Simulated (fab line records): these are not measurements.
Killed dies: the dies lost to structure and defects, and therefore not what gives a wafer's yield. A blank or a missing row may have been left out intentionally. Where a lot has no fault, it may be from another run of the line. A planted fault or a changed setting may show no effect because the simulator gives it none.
Which tool was responsible? ; flow berkeley_cmos170 ; 21 wafers from 7 lots sampled at 2 of the route's 331 steps

WHAT THE GAUGES SHOWED, per wafer
UCB170_V2_CD_MEAS_12: the cd target is 700 nm.
lot;measured;on;cd_nm (nm)
L113;day 7 16:55;cd_sem-02;701.2 701.7 700.8
L114;day 8 08:07;cd_sem-02;699.7 701.0 701.8
L116;day 8 08:52;cd_sem-01;699.1 699.9 698.0
L121;day 9 01:30;cd_sem-01;700.3 700.8 701.4
L127;day 10 10:50;cd_sem-01;717.3 701.7 699.9
L130;day 11 08:56;cd_sem-01;701.0 699.7 699.7
L135;day 12 04:16;cd_sem-02;701.3 700.1 700.1

EACH LOT AND THE TOOL THAT RAN IT (in order: tool; ch and the chambers of the sampled wafers; start)
lot;UCB170_V2_EXPOSE_09
L113;krf_scanner-01 ch 0, day 7 16:32
L114;krf_scanner-02 ch 0, day 8 06:53
L116;krf_scanner-02 ch 0, day 8 07:40
L121;krf_scanner-01 ch 0, day 9 01:07
L127;krf_scanner-01 ch 0, day 10 10:12
L130;krf_scanner-02 ch 0, day 11 08:32
L135;krf_scanner-02 ch 0, day 12 03:27
- UCB170_V2_EXPOSE_09: exposes mask VIA2, target cd 700 nm.

THE ANSWER, worked out from the rows above alone
Rule: what is usual is taken from the lots themselves. The widest of any qualifying gaps counts: lots, ordered by their means at a reading, are off when they make up no more than a third of the lots, leave a main group of 4 or more, and stand apart from it by 3 or more times the standard deviation of that group's means. The tables above print the reading to a certain number of digits; a main group whose means all agree to those digits is not used. A lot without any number at a reading at which 4 lots or more have one is off too. All remaining lots with rows at the step are treated as sound.
Off: L127 (UCB170_V2_CD_MEAS_12, cd_nm). Mean 700.4 nm and standard deviation 0.72 in the main group.
A tool fits if, at a process step before that reading, it ran every lot that is off, and no sound lot after the first of them. Those tools and the gauges at UCB170_V2_CD_MEAS_12 are tried in the same way. One fits: krf_scanner-01 at UCB170_V2_EXPOSE_09. Its last sound lot is L121 (day 9 01:07), its first lot that is off L127 (day 10 10:12): a fault that began between those two fits.

WHAT THE SIMULATOR PUT IN
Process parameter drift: krf_scanner-01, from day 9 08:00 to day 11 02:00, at UCB170_V2_EXPOSE_09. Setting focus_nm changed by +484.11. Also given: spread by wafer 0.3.
Lots struck among those shown: L127. The rule given above showed the same thing.
